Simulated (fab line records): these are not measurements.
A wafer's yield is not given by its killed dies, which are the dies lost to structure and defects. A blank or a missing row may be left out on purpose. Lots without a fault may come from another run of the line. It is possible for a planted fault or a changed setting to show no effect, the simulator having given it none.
Problem report in the 8D (eight disciplines) form, filled by code    flow berkeley_cmos170    the parts of the form that need people (team, actions taken, sign-off) are left out

== 1. THE PROBLEM ==
Mean PWELL_TW at UCB170_PWELL_TW_MEAS_17: 402.6 over 6 wafers in 2 lots; fault-free wafers: 378.1, standard deviation 2.5. That is +9.8 standard deviations from the usual mean.
First observed at day 6 21:23: wafer L716.1, on film_metro-04. Wafers with a number at this step in the record: 42, from 14 lots. The rule behind "out" and "out of limits": a value lying over 4 standard deviations away from the usual mean. The other wafers with a number count as sound.

== 2. WHAT THIS IS AND IS NOT ==
question                     is                            is not
which readings at this step  PWELL_TW                      -
which lots                   L716, L719                    L703, L704, L706, L707, L708, L709, L710, L711, L720, L722, L723, L724
which wafers of those lots   all that have a number        -
read on which gauges         film_metro-03, film_metro-04  film_metro-02
when                         from day 6 21:23              up to then (24 sound wafers); but 12 sound wafers of L720, L722, L723, L724 came after

== 3. SUSPECTS, AND WHAT RULES EACH OUT ==
Counting: any tool at a process step up to the reading is kept as a suspect provided that every lot that is out went through it and no sound lot did after the first of them.
- ruled out: the gauge at UCB170_PWELL_TW_MEAS_17. The wafers that are out were read on 2 gauges (film_metro-03, film_metro-04).
- implanter-03 at UCB170_PWELL_IMPLANT_15: kept. All lots that are out passed through it, beginning with L716 at day 6 21:08, and no sound lot followed; its final sound lot before that point was L709 at day 5 04:37. Its own readings are out on those wafers: dose_ions_cm2, faraday_current_uA.
Left after counting: implanter-03 at UCB170_PWELL_IMPLANT_15.

== 4. THE CAUSE (what the simulator had put in) ==
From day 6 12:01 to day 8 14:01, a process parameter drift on implanter-03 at UCB170_PWELL_IMPLANT_15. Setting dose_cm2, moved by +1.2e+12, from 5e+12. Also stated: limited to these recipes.
After counting, this tool was the only one left.

== 5. THE EFFECT CHAIN, in route order ==
Rows list readings where the struck wafers' mean (over those with a number) sits beyond 3 standard deviations from the usual. Only readings for which the record gives a usual standard deviation are gone through. hours: the time from each lot's start at the first step in this table that gives one to its start at this step, as a median over the lots. sigmas: the change in usual standard deviations.
hours  step                     reading             usual      on struck wafers  change      sigmas
0      UCB170_PWELL_IMPLANT_15  dose_ions_cm2       5.001e+12  6.200e+12         +1.198e+12  +99 or more
0      UCB170_PWELL_IMPLANT_15  faraday_current_uA  15.8       19.5              +3.7        +11
0      UCB170_PWELL_TW_MEAS_17  PWELL_TW            378.1      402.6             +24.5       +9.8
Its process steps:
- UCB170_PWELL_IMPLANT_15

== 6. HOW IT WOULD HAVE BEEN CAUGHT EARLIER ==
The first out-of-limits reading at a measuring or inspecting step in this record came at day 6 21:23, 9 hours after the fault's start at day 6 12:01.
Tool's own readings at UCB170_PWELL_IMPLANT_15, dose_ions_cm2, faraday_current_uA: out on all struck wafers the step has rows for; an alarm limit on them would have tripped on the first.
L719, from the lots that are out (2), started UCB170_PWELL_IMPLANT_15 on implanter-03 later than day 6 21:23. Putting the tool on hold at that point would have spared it.
